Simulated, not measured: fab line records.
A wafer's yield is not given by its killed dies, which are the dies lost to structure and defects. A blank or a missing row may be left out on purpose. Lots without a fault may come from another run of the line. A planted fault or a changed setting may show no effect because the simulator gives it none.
Which tool is to blame? -- flow rit-cmos -- 13 lots, 39 wafers sampled, at 1 step of a route of 202

WHAT THE GAUGES SHOWED, per wafer
The record lacks any reading of a measuring or inspecting step that a usual standard deviation could be used to judge.

EACH LOT AND THE TOOL THAT RAN IT (in order: tool; ch and the chambers of the sampled wafers; start)
lot,RIT_GATE_ETCH_19
L424,"rie-si-02 ch 0,2, day 2 20:13"
L425,"rie-si-01 ch 0,1,2, day 2 23:02"
L426,"rie-si-02 ch 0,2,3, day 3 05:13"
L427,"rie-si-01 ch 0,1,2, day 3 09:20"
L429,"rie-si-01 ch 0,2,3, day 3 20:23"
L430,"rie-si-02 ch 1,2,3, day 4 05:19"
L432,"rie-si-02 ch 0,2,3, day 4 12:15"
L437,"rie-si-01 ch 0,1,3, day 5 12:19"
L439,"rie-si-01 ch 0,1,3, day 5 20:19"
L441,"rie-si-01 ch 1,2,3, day 6 06:51"
L443,"rie-si-01 ch 0,1,2, day 6 17:45"
L445,"rie-si-01 ch 0,2,3, day 7 05:13"
L446,"rie-si-02 ch 2,3, day 7 09:30"
- RIT_GATE_ETCH_19: etches poly-Si in SF6/CHF3/O2, stops on SiO2, time 165 s, target depth 312.5 nm.

AS READ BY THE TOOLS THEMSELVES (means over the sampled wafers that have a number; for cases with no such wafer, the mark the record gives instead)
RIT_GATE_ETCH_19. Usual: O2_flow_sccm 5.000 sccm, standard deviation 0.016; drypump-motor-current-A 5.7 A, standard deviation 0.42; oes-product-au 0.850 a.u., standard deviation 0.013; run-length-s 193.2 s, standard deviation 0.44; throttle-valve-pct 10.26 %, standard deviation 0.16.
lot,tool,O2_flow_sccm (sccm),drypump-motor-current-A (A),oes-product-au (a.u.),run-length-s (s),throttle-valve-pct (%),flag
L424,rie-si-02,4.999,5.3,0.851,193.3,10.16,
L425,rie-si-01,4.990,6.0,0.860,193.2,10.21,
L426,rie-si-02,5.015,5.2,0.835,193.5,10.26,
L427,rie-si-01,5.009,6.0,0.860,193.3,10.20,
L429,rie-si-01,4.995,6.0,0.861,193.2,10.22,
L430,rie-si-02,5.012,5.4,0.841,193.2,10.36,
L432,rie-si-02,5.009,5.2,0.906,179.6,10.26,OFF
L437,rie-si-01,5.001,6.1,0.851,193.3,10.15,
L439,rie-si-01,5.000,6.0,0.858,193.2,10.17,
L441,rie-si-01,5.010,5.8,0.866,192.9,10.29,
L443,rie-si-01,4.996,6.0,0.867,193.2,10.21,
L445,rie-si-01,4.999,6.0,0.849,193.2,10.22,
L446,rie-si-02,4.993,5.2,0.854,193.3,10.39,

THE ANSWER, worked out from the rows above alone
Rule: take the mean of a lot's wafers that have a number; if it is more than 3 standard deviations from the usual mean, the lot is off. Also off: a lot with no number at a reading for which 4 or more lots have one. The other lots that the step has rows for count as sound. First the gauges in route order, then the tools' own readings, where a lot's mean is used as printed above. The first step at which some lot is off is used, and at that step the reading that is off furthest; a lot without a number counts as furthest.
Off, at RIT_GATE_ETCH_19 on run-length-s: L432.
A tool fits if, at that step or a process step before it, it ran every lot that is off, and no sound lot after the first of them. No candidate that was tried fits.

WHAT THE SIMULATOR HAD INSERTED
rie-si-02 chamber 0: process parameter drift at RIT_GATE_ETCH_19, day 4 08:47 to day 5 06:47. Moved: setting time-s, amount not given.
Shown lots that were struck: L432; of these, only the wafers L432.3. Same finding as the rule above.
